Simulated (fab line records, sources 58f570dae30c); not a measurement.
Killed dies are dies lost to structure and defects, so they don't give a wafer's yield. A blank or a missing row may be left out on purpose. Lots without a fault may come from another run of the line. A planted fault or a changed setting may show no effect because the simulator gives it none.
One fault seen from 2 desks | flow berkeley_cmos170 | each desk has only its own numbers; what lay behind them comes last

THE TOOL OWNER'S DESK: rie_diel-02
The tool's own readings at UCB170_M1_ETCH_11 (etches BARC in N2/H2): means of the sampled wafers that have a number, for each lot that ran on this tool. A lot is out of limits, marked OUT, if its mean lies more than 4 standard deviations from the usual mean; the brackets give that distance.
Columns: A = drypump_motor_current_A at UCB170_M1_ETCH_11, usual 5.7 A; B = oes_product_au at UCB170_M1_ETCH_11, usual 0.999 a.u.; C = throttle_valve_pct at UCB170_M1_ETCH_11, usual 13.31 %
lot  | first seen here | A   | B               | C
L977 | day 9 02:19     | 5.7 | 0.993           | 13.35
L975 | day 9 04:14     | 5.7 | 0.993           | 13.29
L985 | day 11 08:08    | 5.7 | 1.368 (+15) OUT | 13.37
L986 | day 11 09:02    | 5.7 | 1.372 (+16) OUT | 13.38
This desk's finding: out of limits on L985, L986; first on L985, day 11 08:08 (oes_product_au at UCB170_M1_ETCH_11). In limits: L977, L975.

THE METROLOGY DESK
What the gauges read, lot by lot, whatever tool the lot ran on: means of the sampled wafers that have a number. A lot is out of limits, marked OUT, if its mean lies more than 4 standard deviations from the usual mean; the brackets give that distance.
Columns: A = M1_AL_RS at UCB170_M1_RS_MEAS_01, usual 0.0486 ohm/sq; B = M1_AL_THK at UCB170_M1_THK_MEAS_02, usual 601 nm; C = cd_nm at UCB170_M1_CD_MEAS_09, usual 700.2 nm; D = M1_OVL at UCB170_M1_OVL_MEAS_10, usual 0 nm
lot  | first seen here | A      | B   | C     | D
L977 | day 9 01:00     | 0.0476 | 614 | 700.6 | 5
L975 | day 9 02:31     | 0.0491 | 593 | 700.4 | -4
L985 | day 11 06:49    | 0.0484 | 605 | 698.3 | -2
L986 | day 11 07:44    | 0.0489 | 598 | 701.7 | -11
L990 | day 11 19:13    | 0.0478 | 612 | 701.7 | 1
L988 | day 11 20:18    | 0.0485 | 601 | 700.5 | -4
This desk's finding: nothing out of limits on any of the 6 lots.

PUT TOGETHER
The tool owner's desk could have raised an alarm at day 11 08:08, on L985, L986.
The metrology desk saw nothing out of limits.
The metrology desk has L985, L986 on record, within its limits.
Of the lots named, all ran UCB170_M1_ETCH_11 on rie_diel-02.

WHAT THE SIMULATOR HAD PUT IN
Process parameter drift: rie_diel-02, from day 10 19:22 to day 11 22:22, at UCB170_M1_ETCH_11. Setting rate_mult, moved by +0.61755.
Lots struck among those shown: L985, L986.
Hours from the fault's start to each desk's first reading out of limits: the tool owner's desk, 13.
